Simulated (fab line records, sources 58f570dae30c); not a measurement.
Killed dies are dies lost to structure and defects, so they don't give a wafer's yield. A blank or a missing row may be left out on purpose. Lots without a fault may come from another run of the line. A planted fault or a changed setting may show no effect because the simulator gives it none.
One fault seen from 2 desks | flow berkeley_cmos170 | each desk has only its own numbers; what lay behind them comes last

THE TOOL OWNER'S DESK: rie_metal-03
The tool's own readings at UCB170_M1_METAL_ETCH_12 (etches Al in Cl2/BCl3, stops on PSG, target depth 780 nm, time 130 s): means of the sampled wafers that have a number, for each lot that ran on this tool. A lot is out of limits, marked OUT, if its mean lies more than 4 standard deviations from the usual mean; the brackets give that distance.
Columns: A = drypump_motor_current_A at UCB170_M1_METAL_ETCH_12, usual 6.1 A; B = oes_product_au at UCB170_M1_METAL_ETCH_12, usual 0.855 a.u.; C = rf_fwd_power_W at UCB170_M1_METAL_ETCH_12, usual 597.3 W; D = throttle_valve_pct at UCB170_M1_METAL_ETCH_12, usual 24.4 %
lot  | first seen here | A   | B     | C     | D
L224 | day 7 18:19     | 6.3 | 0.869 | 596.1 | 24.8
L225 | day 8 00:30     | 6.4 | 0.863 | 597.1 | 24.6
L232 | day 9 12:35     | 6.4 | 0.854 | 596.6 | 24.6
L233 | day 9 19:28     | 6.3 | 0.864 | 596.8 | 24.7
This desk's finding: nothing out of limits on any of the 4 lots.

THE METROLOGY DESK
What the gauges read, lot by lot, whatever tool the lot ran on: means of the sampled wafers that have a number. A lot is out of limits, marked OUT, if its mean lies more than 4 standard deviations from the usual mean; the brackets give that distance.
Columns: A = cd_nm at UCB170_M2_CD_MEAS_15, usual 700.6 nm; B = cd_nm at UCB170_M2_CD_MEAS_90, usual 704 nm; C = M3_BOW at UCB170_M3_BOW_MEAS_20, usual 35 um
lot  | first seen here | A     | B   | C
L222 | day 8 00:02     | 701.0 | 705 | 27
L224 | day 8 06:13     | 701.2 | 704 | 30
L225 | day 8 11:06     | 701.9 | 703 | 48
L227 | day 9 03:57     | 700.3 | 701 | 41
L235 | day 9 23:52     | 700.2 | 703 | 45
L232 | day 10 00:01    | 699.8 | 706 | 33
L234 | day 10 00:15    | 700.5 | 698 | 33
L233 | day 10 02:49    | 700.3 | 701 | 32
L237 | day 10 14:06    | 699.1 | 702 | 33
L238 | day 11 03:50    | 699.7 | 705 | 38
L239 | day 11 04:15    | 698.9 | 698 | 34
L243 | day 11 15:00    | 701.1 | 701 | 40
L241 | day 11 15:04    | 702.4 | 705 | 28
L245 | day 12 03:35    | 702.0 | 703 | 34
This desk's finding: nothing out of limits on any of the 14 lots.

PUT TOGETHER
The tool owner's desk saw nothing out of limits.
The metrology desk saw nothing out of limits.

WHAT THE SIMULATOR HAD PUT IN
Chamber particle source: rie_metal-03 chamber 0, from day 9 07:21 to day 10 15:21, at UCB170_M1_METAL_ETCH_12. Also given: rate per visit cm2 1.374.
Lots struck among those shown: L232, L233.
